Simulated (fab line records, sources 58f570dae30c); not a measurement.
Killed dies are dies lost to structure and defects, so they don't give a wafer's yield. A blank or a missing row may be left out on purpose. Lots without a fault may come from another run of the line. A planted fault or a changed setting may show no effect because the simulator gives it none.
fab line records | flow berkeley_cmos170
record lots=7 wafers=21 last_day=10
route steps=331 shown M2@289 V2@292
lots that met no fault: from a run of the same line without faults
start_h: hours from the record's first day to the start of the lot's first wafer shown | wait_h: hours since the lot's step before | " the same as in the row above | L1.1+2: a row that stands for several wafers | - no value, or no start given | * or withheld: withheld | < > ~ a bound
route shown NAME@n: a module of which the file shows steps, and the number in the route of the first | usual: mean/standard deviation of fault-free wafers | same: alike in all rows | chamber/n: place in a boat | sites: the reading at each site | _std_site: their standard deviation | _edge_site: outer sites' mean less inner sites' | radius_mm: how far each site lies from the wafer's centre | mask NAME#n: copy n | behind: the tool/chamber that last shaped the wafer | hold: why the lot was held/for how many hours/how that ended | device: the transistor (n, p or np) that didn't switch | end of line: the same wafers' tests at the end of the route | a step without rows: its recipe alone | killed: dies lost to structure and defects at the first sort, not the wafer's yield | map: a wafer's dies, x killed, . not, _ none there
set.NAME: the setting as run; set.NAME@STEP: as run at that earlier step | model.NAME: the simulator's own value behind a step, which no gauge read
lots at some steps of the route; a table a step, a row a wafer
services: from which hour (start_h, from the record's first day; less than 0 if before it) a tool's chamber was out of use, for how many hours, and why
## steps
# step UCB170_M2_METAL_ETCH_18
# recipe chemistry=Cl2/BCl3 target=Al stop_on=SiO2 pressure_mtorr=12 target_depth_a=11700 over_etch_frac=0.3 time_s=195 icp_w=600 bias_w=120 Cl2_flow_sccm=90 bcl3_flow_sccm=45
# usual drypump_motor_current_A=5.8/0.34 oes_product_au=0.848/0.012 throttle_valve_pct=24.42/0.19
# columns lot.wafer tool chamber start_h wait_h drypump_motor_current_A oes_product_au rf_hours_counter_h throttle_valve_pct
L795.2 rie_metal-03 0 153.72 - 6.3 0.840 7 24.58
L795.4 " 1 " " 5.7 0.844 - 24.33
L795.6 " 1 " " 5.7 0.847 - 24.34
L799.1 rie_metal-03 1 185.22 - 5.7 0.843 11 24.33
L799.3 " 1 " " 5.7 0.839 - 24.35
L799.6 " 1 " " 5.7 0.849 - 24.34
L806.1 rie_metal-02 1 216.09 - 6.1 0.856 13 24.07
L806.3 " 1 " " 6.1 0.836 - 24.06
L806.6 " 0 " " 5.6 0.848 - 24.52
L807.1 rie_metal-02 0 221.50 - 5.5 0.850 6 24.52
L807.3 " 1 " " 6.1 0.844 - 24.05
L807.6 " 1 " " 6.1 0.843 - 24.06
L811.1 rie_metal-03 1 239.22 - 5.7 0.824 12 24.34
L811.4 " 1 " " 5.7 0.836 - 24.35
L811.6 " 0 " " 6.3 0.842 - 24.58
L810.3 rie_metal-04 0 242.94 - 5.3 0.853 - 24.59
L810.4 " 1 " " 5.6 0.872 - 24.54
L810.6 " 1 " " 5.6 0.873 - 24.55
L814.1 rie_metal-02 0 243.29 - 5.5 0.841 7 24.51
L814.3 " 0 " " 5.5 0.846 - 24.52
L814.4 " 0 " " 5.5 0.844 - 24.51
# step UCB170_M2_STRIP_19
# recipe chemistry=O2 power_w=400 pressure_mtorr=3500 platen_temp_c=withheld o2_flow_sccm=400 overash_fraction=0.5
# usual drypump_motor_current_A=6.0/0.54 oes_product_au=0.537/0.015
# columns lot.wafer tool chamber start_h wait_h drypump_motor_current_A oes_product_au rf_hours_counter_h
L795.2 plasma_asher-04 0 153.91 0.1 6.6 0.551 48
L795.4 " 1 " " 6.5 0.533 -
L795.6 " 1 " " 6.5 0.527 -
L799.1 plasma_asher-02 1 185.41 0.1 6.4 0.533 5
L799.3 " 0 " " 5.5 0.533 -
L799.6 " 0 " " 5.6 0.530 -
L806.1 plasma_asher-03 0 216.28 0.1 5.1 0.533 49
L806.3 " 0 " " 5.1 0.537 -
L806.6 " 1 " " 5.7 0.529 -
L807.1 plasma_asher-03 0 221.69 0.1 5.1 0.524 50
L807.3 " 0 " " 5.1 0.532 -
L807.6 " 1 " " 5.7 0.525 -
L811.1 plasma_asher-02 0 239.41 0.1 5.6 0.541 11
L811.4 " 0 " " 5.6 0.541 -
L811.6 " 0 " " 5.6 0.567 -
L810.3 plasma_asher-02 1 243.10 0.1 6.4 0.538 -
L810.4 " 0 " " 5.5 0.497 -
L810.6 " 1 " " 6.4 0.493 -
L814.1 plasma_asher-04 0 243.66 0.3 6.6 0.535 58
L814.3 " 0 " " 6.5 0.535 -
L814.4 " 1 " " 6.6 0.538 -
# step UCB170_M2_CD_MEAS_90
# recipe target_cd_nm=700
# usual cd_nm=702/3.6
# columns lot.wafer tool chamber start_h wait_h cd_nm
L795.2 cd_sem-02 - 154.03 0.1 703
L795.4 " - " " 692
L795.6 " - " " 694
L799.1 cd_sem-02 - 185.51 0.1 697
L799.3 " - " " 695
L799.6 " - " " 695
L806.1 cd_sem-02 - 216.38 0.1 701
L806.3 " - " " 701
L806.6 " - " " 700
L807.1 cd_sem-02 - 221.79 0.1 702
L807.3 " - " " 699
L807.6 " - " " 699
L811.1 cd_sem-02 - 239.54 0.1 694
L811.4 " - " " 692
L811.6 " - " " 703
L810.3 cd_sem-02 - 243.21 0.1 706
L810.4 " - " " 704
L810.6 " - " " 703
L814.1 cd_sem-01 - 243.76 0.1 706
L814.3 " - " " 701
L814.4 " - " " 704
# step UCB170_V2_CVD_00
# recipe material=SiO2 target_thk_nm=2000 temp_c=390 precursor=TEOS/O2 time_s=250 rf_w=550 pressure_mtorr=9000
# usual heater_power_w=266/45
# columns lot.wafer tool chamber start_h wait_h heater_power_w
L795.2 pecvd-03 1 154.13 0.1 223
L795.4 " 0 " " 340
L795.6 " 2 " " 304
L799.1 pecvd-04 2 185.63 0.1 242
L799.3 " 0 " " 328
L799.6 " 1 " " 222
L806.1 pecvd-01 0 216.50 0.1 263
L806.3 " 2 " " 278
L806.6 " 1 " " 205
L807.1 pecvd-01 2 221.91 0.1 219
L807.3 " 1 " " 208
L807.6 " 0 " " 319
L811.1 pecvd-01 2 239.66 0.1 195
L811.4 " 1 " " 204
L811.6 " 0 " " 299
L810.3 pecvd-03 0 243.29 0.1 311
L810.4 " 0 " " 261
L810.6 " 1 " " 269
L814.1 pecvd-04 2 243.88 0.1 304
L814.3 " 0 " " 352
L814.4 " 2 " " 235
# step UCB170_V2_THK_MEAS_01
# recipe reads=SiO2_of_V2_CVD_00
# usual V2_TEOS_THK=2009/26
# columns lot.wafer tool chamber start_h wait_h V2_TEOS_THK[nm]
L795.2 film_metro-03 - 154.30 0.1 2000
L795.4 " - " " 2006
L795.6 " - " " 2000
L799.1 film_metro-03 - 185.79 0.1 1967
L799.3 " - " " 2019
L799.6 " - " " 2033
L806.1 film_metro-04 - 216.66 0.1 1999
L806.3 " - " " 1984
L806.6 " - " " 2053
L807.1 film_metro-02 - 222.06 0.1 2005
L807.3 " - " " 1995
L807.6 " - " " 2011
L811.1 film_metro-02 - 239.82 0.1 1990
L811.4 " - " " 2042
L811.6 " - " " 2019
L810.3 film_metro-02 - 243.46 0.1 1996
L810.4 " - " " 2017
L810.6 " - " " 1996
L814.1 film_metro-02 - 244.04 0.1 1977
L814.3 " - " " 2024
L814.4 " - " " 2037
# step UCB170_V2_CMP_02
# recipe material=SiO2 down_force_psi=6 platen_rpm=60 pad_velocity_m_s=0.75398
# usual motor_current_A=16.0/2
# columns lot.wafer tool chamber start_h wait_h motor_current_A
L795.4 cmp-02 3 154.40 0.1 17.1
L795.2 " 0 " " 15.8
L795.6 " 3 " " 15.9
L799.3 cmp-02 3 185.85 0.0 16.7
L799.1 " 0 " " 15.2
L799.6 " 3 " " 16.5
L806.1 cmp-02 2 216.82 0.1 14.3
L806.3 " 3 " " 17.6
L806.6 " 1 " " 13.8
L807.3 cmp-02 1 222.12 0.0 14.7
L807.1 " 0 " " 15.3
L807.6 " 1 " " 13.8
L811.4 cmp-02 1 239.88 0.0 13.7
L811.1 " 3 " " 16.4
L811.6 " 1 " " 14.1
L810.4 cmp-01 0 243.55 0.1 14.5
L810.3 " 2 " " 20.3
L810.6 " 3 " " 16.9
L814.4 cmp-02 0 244.10 0.0 15.1
L814.3 " 2 " " 14.7
L814.1 " 3 " " 17.2
# step UCB170_V2_BOW_MEAS_03
# recipe mode=bow
# usual V2_BOW=38/7.5
# columns lot.wafer tool chamber start_h wait_h V2_BOW[um]
L795.2 film_metro-04 - 154.67 0.2 40
L795.4 " - " " 46
L795.6 " - " " 36
L799.1 film_metro-03 - 186.15 0.2 48
L799.3 " - " " 52
L799.6 " - " " 48
L806.1 film_metro-02 - 217.02 0.1 42
L806.3 " - " " 40
L806.6 " - " " 27
L807.1 film_metro-02 - 222.42 0.1 33
L807.3 " - " " 27
L807.6 " - " " 39
L811.1 film_metro-03 - 240.18 0.2 40
L811.4 " - " " 37
L811.6 " - " " 28
L810.3 film_metro-03 - 243.84 0.1 43
L810.4 " - " " 37
L810.6 " - " " 44
L814.1 film_metro-04 - 244.40 0.1 31
L814.3 " - " " 33
L814.4 " - " " 29
# step UCB170_V2_THK_MEAS_04
# recipe reads=SiO2_of_V2_CVD_00
# usual V2_POLISHED_THK=1000.7/1.1
# columns lot.wafer tool chamber start_h wait_h V2_POLISHED_THK[nm]
L795.2 film_metro-04 - 154.78 0.1 999.9
L795.4 " - " " 998.3
L795.6 " - " " 999.4
L799.1 film_metro-03 - 186.27 0.1 1000.8
L799.3 " - " " 1000.5
L799.6 " - " " 1001.5
L806.1 film_metro-02 - 217.14 0.1 1000.7
L806.3 " - " " 999.9
L806.6 " - " " 1000.7
L807.1 film_metro-02 - 222.54 0.1 1001.7
L807.3 " - " " 1000.6
L807.6 " - " " 1000.1
L811.1 film_metro-03 - 240.30 0.1 1000.0
L811.4 " - " " 999.3
L811.6 " - " " 999.5
L810.3 film_metro-03 - 243.94 0.1 1001.7
L810.4 " - " " 1001.0
L810.6 " - " " 1001.1
L814.1 film_metro-04 - 244.52 0.1 1001.3
L814.3 " - " " 1002.0
L814.4 " - " " 1001.1
# step UCB170_V2_CLEAN_05
# recipe chemistry=DIW
# step UCB170_V2_HMDS_06
# recipe prime_time_s=60 prime_temp_c=100
# step UCB170_V2_COAT_07
# recipe resist=KrF spin_rpm=1500 resist_thk_nm=900
# step UCB170_V2_SOFTBAKE_08
# recipe resist=KrF temp_c=130 time_s=60
# step UCB170_V2_EXPOSE_09
# recipe mask_id=VIA2 target_cd_nm=700 na=0.5 sigma_outer=0.6 source_shape=conventional dose_mj=37
# usual exposure_dose_mJ_cm2=36.96/0.035 focus_offset_nm=-0.1/0.54
# columns lot.wafer tool chamber start_h wait_h mask exposure_dose_mJ_cm2 focus_offset_nm
L795.2 krf_scanner-02 0 156.42 0.2 VIA2#0 36.93 0.5
L795.4 " 0 " " VIA2#0 36.89 0.2
L795.6 " 0 " " VIA2#0 36.94 -0.6
L799.1 krf_scanner-01 0 189.39 0.1 VIA2#0 36.98 0.4
L799.3 " 0 " " VIA2#0 37.01 -0.3
L799.6 " 0 " " VIA2#0 36.97 -0.1
L806.1 krf_scanner-02 0 220.05 0.1 VIA2#0 36.94 -0.1
L806.3 " 0 " " VIA2#0 36.94 0.7
L806.6 " 0 " " VIA2#0 36.94 0.4
L807.1 krf_scanner-01 0 223.47 0.2 VIA2#0 36.97 -0.9
L807.3 " 0 " " VIA2#0 36.99 0.2
L807.6 " 0 " " VIA2#0 37.00 -0.8
L811.1 krf_scanner-02 - 241.48 0.1 VIA2#0 - -
L811.4 " - " " VIA2#0 - -
L811.6 " - " " VIA2#0 - -
L810.3 krf_scanner-02 - 246.01 0.1 VIA2#0 - -
L810.4 " - " " VIA2#0 - -
L810.6 " - " " VIA2#0 - -
L814.1 krf_scanner-02 - 246.09 0.2 VIA2#0 - -
L814.3 " - " " VIA2#0 - -
L814.4 " - " " VIA2#0 - -
# step UCB170_V2_PEB_10
# recipe peb_temp_c=130 peb_time_s=withheld resist=KrF
## services
# columns tool chamber start_h hours kind
krf_scanner-01 - 132.14 1.0 pm
plasma_asher-02 - 132.36 2.8 pm
pecvd-04 - 135.50 14.0 pm
krf_scanner-02 - 136.82 0.3 repair
cmp-01 - 139.14 5.6 pm
krf_scanner-02 - 140.14 4.0 pm
plasma_asher-04 - 142.12 0.9 repair
plasma_asher-02 - 149.18 1.8 repair
krf_scanner-02 - 162.16 1.5 repair
pecvd-04 - 167.62 5.5 pm
krf_scanner-01 - 167.84 0.8 pm
cmp-02 - 175.47 0.7 repair
pecvd-04 1 180.23 3.8 repair
pecvd-04 - 203.68 0.7 repair
cmp-02 - 205.72 0.9 repair
krf_scanner-02 - 209.06 1.8 repair
rie_metal-03 - 223.71 0.4 repair
krf_scanner-01 - 227.40 1.3 pm
krf_scanner-02 - 230.80 1.0 pm
cmp-02 - 232.00 4.0 pm
pecvd-04 - 233.04 2.8 pm
krf_scanner-01 - 235.50 8.3 repair
pecvd-01 - 242.50 14.0 pm
pecvd-04 - 245.59 2.0 repair
## key
first_sign step=UCB170_V2_EXPOSE_09 reading=tool_record direction=missing
effect none on later readings
met_at UCB170_V2_EXPOSE_09
struck_wafers L810.3,L810.4,L810.6,L811.1,L811.4,L811.6,L814.1,L814.3,L814.4
later_rows_left_out L810.3,L810.4,L810.6,L811.1,L811.4,L811.6,L814.1,L814.3,L814.4
sort_left_out L810.3,L810.4,L810.6,L811.1,L811.4,L811.6,L814.1,L814.3,L814.4
onset_between 220.05 241.48
fault kind=skipped_step_whole tool=krf_scanner-02 chamber=- onset_h=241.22 steps=UCB170_V2_EXPOSE_09 scope=struck_lots_only
# sort_left_out: the simulated sort isn't trusted on such a fault, so these wafers' sort isn't shown, and their yield isn't known
# later_rows_left_out: the simulator's readings of these wafers behind a module that went badly wrong aren't trusted and aren't shown, but for the sort
